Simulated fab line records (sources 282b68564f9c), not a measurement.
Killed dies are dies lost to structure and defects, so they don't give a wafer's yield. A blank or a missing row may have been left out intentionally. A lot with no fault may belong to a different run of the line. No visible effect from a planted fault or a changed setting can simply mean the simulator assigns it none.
fab line records	flow rit_cmos
record lots=5	wafers=15	last_day=7
route steps=202 shown PLDD@122 SPACER@125 NSD@131 PSD@142 SDANNEAL@153 M1@202
lots untouched by any fault: they come from a run of this same line in which no faults occurred
start_h: start of the lot's first displayed wafer, in hours after the record's first day	wait_h: hours since the lot's step before	" repeats the value in the row above	L1.1+2: one row covering several wafers at once	- either no value or no given start	* or withheld: withheld	< > ~ a bound
route shown NAME@n: NAME is a module with steps in the file, n the number in the route of the first one	usual: average and standard deviation across the fault-free wafers	same: alike in all rows	chamber/n: place in a boat	sites: readings site by site	_std_site: the values' standard deviation	_edge_site: outer sites' mean less inner sites'	radius_mm: how far each site lies from the wafer's centre	mask NAME#n: copy n	behind: the most recent tool/chamber to have shaped the wafer	hold: reason for holding the lot/hours on hold/outcome of the hold	device: which transistor (n, p or np) failed to switch	end of line: the same wafers' tests at the end of the route	a step without rows: its recipe alone	killed: at the first sort, the dies lost to defects and structure; wafer yield is something else	map: shows each die of a wafer: x if killed, . if not, _ if none is there
set.NAME: the setting the step ran with; set.NAME@STEP: the setting that earlier step ran with	model.NAME: the simulator's own value behind a step, which no gauge read
lots seen at some steps along the route; tables by step, rows by wafer
services: the hour from which a tool's chamber was out of use, counted from the record's first day as start_h (under 0 if before that day), plus the number of hours and why
## steps
# step RIT_PLDD_IMPLANT_08
# recipe species=BF2	energy_kev=20	dose_cm2=9e+14	tilt_deg=7
# step RIT_PLDD_STRIP_09
# recipe chemistry=O2	time_s=180	resist=NOVOLAK	platen_temp_c=withheld	power_w=500	pressure_mtorr=4000	o2_flow_sccm=4000
# usual drypump_motor_current_A=5.7/0.46
lot.wafer	tool	chamber	start_h	wait_h	drypump_motor_current_A	rf_hours_counter_h
L334.1	plasma_asher-02	0	54.56	0.1	5.5	42
L334.3	"	1	"	"	5.6	-
L334.5	"	0	"	"	5.5	-
L335.2	plasma_asher-01	0	57.93	0.1	5.6	26
L335.3	"	0	"	"	5.6	-
L335.6	"	1	"	"	4.9	-
L345.1	plasma_asher-04	1	105.62	0.1	6.3	46
L345.2	"	0	"	"	6.2	46
L345.6	"	0	"	"	6.2	-
L349.1	plasma_asher-01	0	126.54	0.1	5.6	34
L349.4	"	0	"	"	5.5	-
L349.6	"	1	"	"	5.0	-
L353.2	plasma_asher-01	1	153.56	0.1	5.0	36
L353.5	"	1	"	"	5.0	-
L353.6	"	0	"	"	5.6	-
# step RIT_PLDD_TW_MEAS_10
# usual PLDD_TW=2349/23
lot.wafer	tool	chamber	start_h	wait_h	PLDD_TW
L334.1	film_metro-01	-	54.74	0.1	2340
L334.3	"	-	"	"	2325
L334.5	"	-	"	"	2325
L335.2	film_metro-03	-	58.12	0.1	2375
L335.3	"	-	"	"	2384
L335.6	"	-	"	"	2388
L345.1	film_metro-03	-	105.79	0.1	2357
L345.2	"	-	"	"	2354
L345.6	"	-	"	"	2362
L349.1	film_metro-04	-	126.72	0.1	2333
L349.4	"	-	"	"	2333
L349.6	"	-	"	"	2332
L353.2	film_metro-01	-	153.75	0.1	2333
L353.5	"	-	"	"	2347
L353.6	"	-	"	"	2346
# step RIT_SPACER_CLEAN_00
# recipe chemistry=SC1	mix=3:3:50	time_s=600	temp_c=75
# step RIT_SPACER_CLEAN_01
# recipe chemistry=dHF	dilution=50:1	time_s=30
# step RIT_SPACER_CLEAN_02
# recipe chemistry=SC2	mix=3:3:50	time_s=600	temp_c=75	dry=n2_spin
# step RIT_SPACER_CVD_03
# recipe material=Si3N4	target_thk_nm=250	temp_c=810	precursor=SiH2Cl2/NH3	time_s=3300	pressure_mtorr=300	sih2cl2_flow_sccm=60	nh3_flow_sccm=150
# step RIT_SPACER_THK_MEAS_04
# recipe reads=Si3N4_of_SPACER_CVD_03
# usual SPACER_NITRIDE_THK=249.4/2.3
lot.wafer	tool	chamber	start_h	wait_h	SPACER_NITRIDE_THK[nm]
L334.1	film_metro-03	-	58.50	0.0	248.7
L334.3	"	-	"	"	247.6
L334.5	"	-	"	"	247.1
L335.2	film_metro-01	-	60.64	0.0	250.5
L335.3	"	-	"	"	251.6
L335.6	"	-	"	"	256.2
L345.1	film_metro-01	-	108.14	0.0	251.8
L345.2	"	-	"	"	253.8
L345.6	"	-	"	"	250.9
L349.1	film_metro-01	-	129.06	0.0	251.4
L349.4	"	-	"	"	250.7
L349.6	"	-	"	"	253.1
L353.2	film_metro-03	-	156.09	0.0	250.7
L353.5	"	-	"	"	250.3
L353.6	"	-	"	"	250.9
# step RIT_SPACER_ETCHBACK_05
# recipe target_depth_a=2500	SF6_flow_sccm=30	CHF3_flow_sccm=30	target=Si3N4	chemistry=SF6/CHF3	pressure_mtorr=40	rf_w=250	time_s=240	stop_on=SiO2
# usual drypump_motor_current_A=5.9/0.49	oes_product_au=0.841/0.013	throttle_valve_pct=10.32/0.11
lot.wafer	tool	chamber	start_h	wait_h	drypump_motor_current_A	oes_product_au	rf_hours_counter_h	throttle_valve_pct
L334.1	rie_diel-02	0	58.56	0.1	5.3	0.832	36	10.33
L334.3	"	2	"	"	5.6	0.825	94	10.24
L334.5	"	1	"	"	5.7	0.817	-	10.09
L335.2	rie_diel-03	3	60.69	0.0	4.9	0.842	140	10.23
L335.3	"	0	"	"	5.8	0.841	61	10.44
L335.6	"	2	"	"	6.6	0.867	-	10.34
L345.1	rie_diel-02	1	108.20	0.1	5.8	0.826	8	10.10
L345.2	"	0	"	"	5.3	0.846	37	10.34
L345.6	"	3	"	"	5.8	0.858	-	10.39
L349.1	rie_diel-04	2	129.12	0.1	6.2	0.843	10	10.20
L349.4	"	3	"	"	6.2	0.859	3	10.43
L349.6	"	0	"	"	6.0	0.847	-	10.32
L353.2	rie_diel-03	1	156.14	0.0	6.2	0.830	118	10.53
L353.5	"	1	"	"	6.2	0.822	-	10.51
L353.6	"	2	"	"	6.6	0.841	-	10.33
# step RIT_NSD_HMDS_00
# recipe prime_time_s=60	prime_temp_c=140
# step RIT_NSD_COAT_01
# recipe resist=NOVOLAK	spin_rpm=3250	resist_thk_nm=1000
# step RIT_NSD_SOFTBAKE_02
# recipe resist=NOVOLAK	temp_c=90	time_s=60
# step RIT_NSD_EXPOSE_03
# recipe mask_id=M9	na=0.57	target_cd_nm=40700	dose_mj=250
# usual focus_offset_nm=0.0/0.58
lot.wafer	tool	chamber	start_h	wait_h	mask	focus_offset_nm
L334.1	iline_stepper-01	0	59.28	0.2	M9#0	-0.1
L334.3	"	0	"	"	M9#0	-0.3
L334.5	"	0	"	"	M9#0	0.0
L335.2	iline_stepper-02	0	61.53	0.2	M10#0	0.9
L335.3	"	0	"	"	M10#0	-0.7
L335.6	"	0	"	"	M10#0	0.2
L345.1	iline_stepper-02	0	108.92	0.2	M9#0	-0.7
L345.2	"	0	"	"	M9#0	0.2
L345.6	"	0	"	"	M9#0	0.5
L349.1	iline_stepper-01	0	129.85	0.2	M9#0	-0.2
L349.4	"	0	"	"	M9#0	0.0
L349.6	"	0	"	"	M9#0	-0.5
L353.2	iline_stepper-02	0	156.76	0.1	M9#0	0.0
L353.5	"	0	"	"	M9#0	0.2
L353.6	"	0	"	"	M9#0	-0.9
# step RIT_NSD_PEB_04
# recipe resist=NOVOLAK	temp_c=withheld	time_s=withheld
# step RIT_NSD_DEVELOP_05
# recipe resist=NOVOLAK	develop_time_s=50	dev_temp_c=23
# step RIT_NSD_OVL_MEAS_06
# usual NSD_OVL=0.4/1.4
lot.wafer	tool	chamber	start_h	wait_h	NSD_OVL[nm]
L334.1	overlay-01	-	59.78	-	1.9
L334.3	"	-	"	"	1.2
L334.5	"	-	"	"	3.8
L335.2	overlay-02	-	61.94	-	-
L335.3	"	-	"	"	-
L335.6	"	-	"	"	-
L345.1	overlay-02	-	109.33	-	1.6
L345.2	"	-	"	"	0.7
L345.6	"	-	"	"	0.4
L349.1	overlay-01	-	130.25	-	1.9
L349.4	"	-	"	"	1.6
L349.6	"	-	"	"	-0.4
L353.2	overlay-01	-	157.14	-	0.8
L353.5	"	-	"	"	1.4
L353.6	"	-	"	"	1.4
# step RIT_NSD_HARDBAKE_07
# recipe resist=NOVOLAK	temp_c=140	time_s=60
# step RIT_NSD_IMPLANT_08
# recipe species=P	energy_kev=25	dose_cm2=1e+15	tilt_deg=7
# step RIT_NSD_STRIP_09
# recipe chemistry=O2	time_s=180	resist=NOVOLAK	platen_temp_c=withheld	power_w=500	pressure_mtorr=4000	o2_flow_sccm=4000
# usual drypump_motor_current_A=5.7/0.3
lot.wafer	tool	chamber	start_h	wait_h	drypump_motor_current_A	rf_hours_counter_h
L334.1	plasma_asher-03	1	60.25	0.1	5.9	41
L334.3	"	1	"	"	5.9	-
L334.5	"	0	"	"	6.0	-
L335.2	plasma_asher-02	1	62.38	0.1	5.6	43
L335.3	"	1	"	"	5.6	-
L335.6	"	1	"	"	5.6	-
L345.1	plasma_asher-01	0	109.66	0.1	5.5	32
L345.2	"	1	"	"	5.0	32
L345.6	"	0	"	"	5.5	-
L349.1	plasma_asher-03	1	130.66	0.1	5.9	1
L349.4	"	1	"	"	5.9	-
L349.6	"	1	"	"	5.9	-
L353.2	plasma_asher-01	0	157.47	0.1	5.5	37
L353.5	"	0	"	"	5.5	-
L353.6	"	1	"	"	5.0	-
# step RIT_NSD_TW_MEAS_10
# usual NSD_TW=3110/25
lot.wafer	tool	chamber	start_h	wait_h	NSD_TW
L334.1	film_metro-01	-	60.42	0.1	3111
L334.3	"	-	"	"	3114
L334.5	"	-	"	"	3086
L335.2	film_metro-04	-	62.56	0.1	30
L335.3	"	-	"	"	30
L335.6	"	-	"	"	30
L345.1	film_metro-01	-	109.84	0.1	3115
L345.2	"	-	"	"	3099
L345.6	"	-	"	"	3092
L349.1	film_metro-04	-	130.83	0.1	3100
L349.4	"	-	"	"	3089
L349.6	"	-	"	"	3089
L353.2	film_metro-01	-	157.66	0.1	3111
L353.5	"	-	"	"	3109
L353.6	"	-	"	"	3113
# step RIT_PSD_HMDS_00
# recipe prime_time_s=60	prime_temp_c=140
# step RIT_PSD_COAT_01
# recipe resist=NOVOLAK	spin_rpm=3250	resist_thk_nm=1000
# step RIT_PSD_SOFTBAKE_02
# recipe resist=NOVOLAK	temp_c=90	time_s=60
# step RIT_PSD_EXPOSE_03
# recipe mask_id=M10	na=0.57	target_cd_nm=40900	dose_mj=250
# step RIT_PSD_PEB_04
# recipe resist=NOVOLAK	temp_c=withheld	time_s=withheld
# step RIT_PSD_DEVELOP_05
# recipe resist=NOVOLAK	develop_time_s=50	dev_temp_c=23
# step RIT_PSD_OVL_MEAS_06
# usual PSD_OVL=1.8/1.5
lot.wafer	tool	chamber	start_h	wait_h	PSD_OVL[nm]
L334.1	overlay-02	-	61.46	-	3.2
L334.3	"	-	"	"	1.3
L334.5	"	-	"	"	1.3
L335.2	overlay-01	-	63.59	-	1.8
L335.3	"	-	"	"	0.7
L335.6	"	-	"	"	0.2
L345.1	overlay-02	-	110.87	-	1.1
L345.2	"	-	"	"	-2.0
L345.6	"	-	"	"	1.3
L349.1	overlay-01	-	131.74	-	3.6
L349.4	"	-	"	"	2.5
L349.6	"	-	"	"	2.6
L353.2	overlay-01	-	158.57	-	-0.2
L353.5	"	-	"	"	1.2
L353.6	"	-	"	"	0.2
# step RIT_PSD_HARDBAKE_07
# recipe resist=NOVOLAK	temp_c=140	time_s=60
# step RIT_PSD_IMPLANT_08
# recipe species=BF2	energy_kev=27	dose_cm2=5e+15	tilt_deg=7
# step RIT_PSD_STRIP_09
# recipe chemistry=O2	time_s=180	resist=NOVOLAK	platen_temp_c=withheld	power_w=500	pressure_mtorr=4000	o2_flow_sccm=4000
# usual drypump_motor_current_A=5.7/0.46
lot.wafer	tool	chamber	start_h	wait_h	drypump_motor_current_A	rf_hours_counter_h
L334.1	plasma_asher-03	0	61.80	0.1	6.0	42
L334.3	"	0	"	"	6.0	-
L334.5	"	0	"	"	6.0	-
L335.2	plasma_asher-01	0	63.92	0.1	5.5	27
L335.3	"	1	"	"	5.0	-
L335.6	"	0	"	"	5.5	-
L345.1	plasma_asher-04	0	111.25	0.1	6.1	47
L345.2	"	1	"	"	6.3	47
L345.6	"	1	"	"	6.3	-
L349.1	plasma_asher-04	1	132.08	0.1	6.3	49
L349.4	"	0	"	"	6.1	-
L349.6	"	0	"	"	6.1	-
L353.2	plasma_asher-03	0	158.90	0.1	6.0	4
L353.5	"	0	"	"	6.1	-
L353.6	"	1	"	"	5.9	-
# step RIT_PSD_TW_MEAS_10
# usual PSD_TW=3420/32
lot.wafer	tool	chamber	start_h	wait_h	PSD_TW
L334.1	film_metro-03	-	61.97	0.1	3481
L334.3	"	-	"	"	3467
L334.5	"	-	"	"	3467
L335.2	film_metro-03	-	64.11	0.1	3677
L335.3	"	-	"	"	3648
L335.6	"	-	"	"	3656
L345.1	film_metro-04	-	111.42	0.1	3367
L345.2	"	-	"	"	3376
L345.6	"	-	"	"	3369
L349.1	film_metro-03	-	132.25	0.1	3449
L349.4	"	-	"	"	3453
L349.6	"	-	"	"	3462
L353.2	film_metro-04	-	159.08	0.1	3380
L353.5	"	-	"	"	3393
L353.6	"	-	"	"	3387
# step RIT_SDANNEAL_CLEAN_00
# recipe chemistry=SC1	mix=3:3:50	time_s=600	temp_c=75
# step RIT_M1_PROBE_99
# usual killed_at_contacts=0.0/0.2	killed_at_front_end=7/3	killed_dies=7/3	killed_on_rim=2.1/1.6	killed_open=3.4/1.8	killed_short=3.8/2.1
# same gross_dies=264	killed_at_M0_to_M3=0	killed_at_M4_up=0	killed_at_back_side=0	killed_at_other=0
lot.wafer	tool	chamber	start_h	wait_h	killed_at_contacts	killed_at_front_end	killed_dies	killed_on_rim	killed_open	killed_short
L334.1	prober-02	-	70.16	0.1	1	6	7	0	1	6
L334.3	prober-02	-	70.26	0.2	0	8	8	1	3	5
L334.5	prober-02	-	70.36	0.2	0	11	11	5	5	6
L335.2	prober-01	-	72.47	0.1	0	264	264	70	3	6
L335.3	prober-01	-	72.52	0.2	0	264	264	70	5	6
L335.6	prober-01	-	72.67	0.2	0	264	264	70	4	4
L345.1	prober-02	-	119.19	0.1	0	8	8	3	4	4
L345.2	prober-02	-	119.24	0.1	0	11	11	3	3	8
L345.6	prober-02	-	119.44	0.2	0	9	9	3	6	3
L349.1	prober-02	-	140.10	0.1	0	5	5	0	2	3
L349.4	prober-02	-	140.25	0.2	0	8	8	3	3	5
L349.6	prober-02	-	140.35	0.2	0	5	5	1	1	4
L353.2	prober-02	-	167.11	0.1	0	5	5	1	3	2
L353.5	prober-02	-	167.26	0.2	0	13	13	2	9	4
L353.6	prober-02	-	167.31	0.2	0	8	8	2	4	4
# killed by level:class
L334.1 REOX:geometric_particle:short=3 FOX1:geometric_particle:short=1 CONTACT:geometric_particle:short=1 SPACER:geometric_particle:short=1 SILICIDE:geometric_particle:open=1
L334.3 FOX1:geometric_particle:short=2 SPACER:geometric_particle:short=2 FOX2:geometric_particle:open=1 GATE:geometric_particle:open=1 SPACER:geometric_particle:open=1 SILICIDE:geometric_particle:short=1
L334.5 FOX1:geometric_particle:open=2 REOX:geometric_particle:short=2 SILICIDE:geometric_particle:short=2 FOX1:geometric_particle:short=1 FOX2:geometric_particle:open=1 GATE:geometric_particle:open=1 SPACER:geometric_particle:short=1 SPACER:geometric_particle:open=1
L335.2 NSD:area_expose=255 GATE:geometric_particle:short=3 GATE:geometric_particle:open=2 REOX:geometric_particle:open=1 REOX:geometric_particle:short=1 SPACER:geometric_particle:short=1 SILICIDE:geometric_particle:short=1
L335.3 NSD:area_expose=253 GATE:geometric_particle:short=5 GATE:geometric_particle:open=3 REOX:geometric_particle:open=2 SILICIDE:geometric_particle:short=1
L335.6 NSD:area_expose=256 GATE:geometric_particle:open=4 GATE:geometric_particle:short=2 SILICIDE:geometric_particle:short=2
L345.1 GATE:geometric_particle:short=2 SPACER:geometric_particle:short=2 FOX1:geometric_particle:open=1 GATE:geometric_particle:open=1 SPACER:geometric_particle:open=1 SILICIDE:geometric_particle:open=1
L345.2 FOX1:geometric_particle:short=2 GATE:geometric_particle:short=2 SPACER:geometric_particle:short=2 FOX1:geometric_particle:open=1 FOX2:geometric_particle:open=1 REOX:geometric_particle:short=1 SPACER:geometric_particle:open=1 SILICIDE:geometric_particle:short=1
L345.6 GATE:geometric_particle:open=2 SPACER:geometric_particle:open=2 FOX1:geometric_particle:open=1 GATE:geometric_particle:short=1 REOX:geometric_particle:open=1 REOX:geometric_particle:short=1 SPACER:geometric_particle:short=1
L349.1 FOX1:geometric_particle:open=1 FOX1:geometric_particle:short=1 FOX2:geometric_particle:short=1 GATE:geometric_particle:open=1 REOX:geometric_particle:short=1
L349.4 FOX2:geometric_particle:short=2 GATE:geometric_particle:open=2 FOX1:geometric_particle:open=1 FOX1:geometric_particle:short=1 GATE:geometric_particle:short=1 REOX:geometric_particle:short=1
L349.6 GATE:geometric_particle:short=3 REOX:geometric_particle:open=1 REOX:geometric_particle:short=1
L353.2 GATE:geometric_particle:open=2 FOX1:geometric_particle:short=1 FOX2:geometric_particle:open=1 SPACER:geometric_particle:short=1
L353.5 FOX1:geometric_particle:open=3 GATE:geometric_particle:short=2 GATE:geometric_particle:open=2 SPACER:geometric_particle:open=2 FOX2:geometric_particle:open=1 FOX2:geometric_particle:short=1 SPACER:geometric_particle:short=1 SILICIDE:geometric_particle:open=1
L353.6 GATE:geometric_particle:open=3 GATE:geometric_particle:short=3 FOX1:geometric_particle:open=1 SILICIDE:geometric_particle:short=1
# map L335.2 (x killed, . not)
________xxxxxxx_______
_____xxxxxxxxxxxxx____
____xxxxxxxxxxxxxxx___
___xxxxxxxxxxxxxxxxx__
__xxxxxxxxxxxxxxxxxxx_
__xxxxxxxxxxxxxxxxxxx_
_xxxxxxxxxxxxxxxxxxxxx
_xxxxxxxxxxxxxxxxxxxxx
_xxxxxxxxxxxxxxxxxxxxx
_xxxxxxxxxxxxxxxxxxxxx
__xxxxxxxxxxxxxxxxxxx_
__xxxxxxxxxxxxxxxxxxx_
___xxxxxxxxxxxxxxxxx__
____xxxxxxxxxxxxxxx___
_____xxxxxxxxxxxxx____
________xxxxxxx_______
# map L353.5 (x killed, . not)
________......._______
_____.....x.......____
____...............___
___.......xx...x....__
__..................._
__....xx............._
_.....................
_.....................
_.....................
_..........x..x.......
__............x.x...._
__..................x_
___.................__
____...............___
_____x....x.......____
________......._______
## services
tool	chamber	start_h	hours	kind
iline_stepper-02	-	35.36	7.5	repair
rie_diel-04	0	42.82	4.8	repair
iline_stepper-01	0	51.18	-	calibration
plasma_asher-03	-	76.25	2.9	repair
iline_stepper-01	-	76.63	1.7	pm
plasma_asher-04	-	78.88	2.8	pm
rie_diel-03	0	86.65	18.1	repair
plasma_asher-03	-	108.75	9.0	pm
plasma_asher-03	0	108.75	9.0	vent_cycle
plasma_asher-03	1	108.75	9.0	vent_cycle
iline_stepper-02	-	110.73	1.7	repair
plasma_asher-03	-	116.03	0.7	repair
plasma_asher-03	0	117.75	-	clean
plasma_asher-03	1	117.75	-	clean
plasma_asher-01	-	136.21	0.6	repair
rie_diel-04	3	145.90	8.6	repair
## key
first_sign step=RIT_NSD_EXPOSE_03	reading=mask	direction=changed
effect step=RIT_NSD_OVL_MEAS_06	reading=NSD_OVL	direction=missing
effect step=RIT_NSD_TW_MEAS_10	reading=NSD_TW	direction=down	sigmas=99+	usual=3110	struck=30
effect step=RIT_PSD_TW_MEAS_10	reading=PSD_TW	direction=up	sigmas=7.6	usual=3420	struck=3661
effect step=RIT_M1_PROBE_99	reading=killed_at_front_end	direction=up	sigmas=85	usual=7	struck=264
more_kills_born_at RIT_NSD_EXPOSE_03@iline_stepper-02=764
met_at RIT_NSD_EXPOSE_03
struck_wafers L335.2,L335.3,L335.6
tester_left_out L335
fault kind=wrong_mask	tool=any	chamber=-	onset_h=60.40	steps=RIT_NSD_EXPOSE_03	aux_copy=M10#0	scope=struck_lots_only
# tester_left_out: of these lots the tester's yield and bins aren't shown, on N5 and GAA mostly nor the transistor test; their killed dies are dies lost to structure and defects alone, not to doping, threshold or leakage, so they don't give the yield
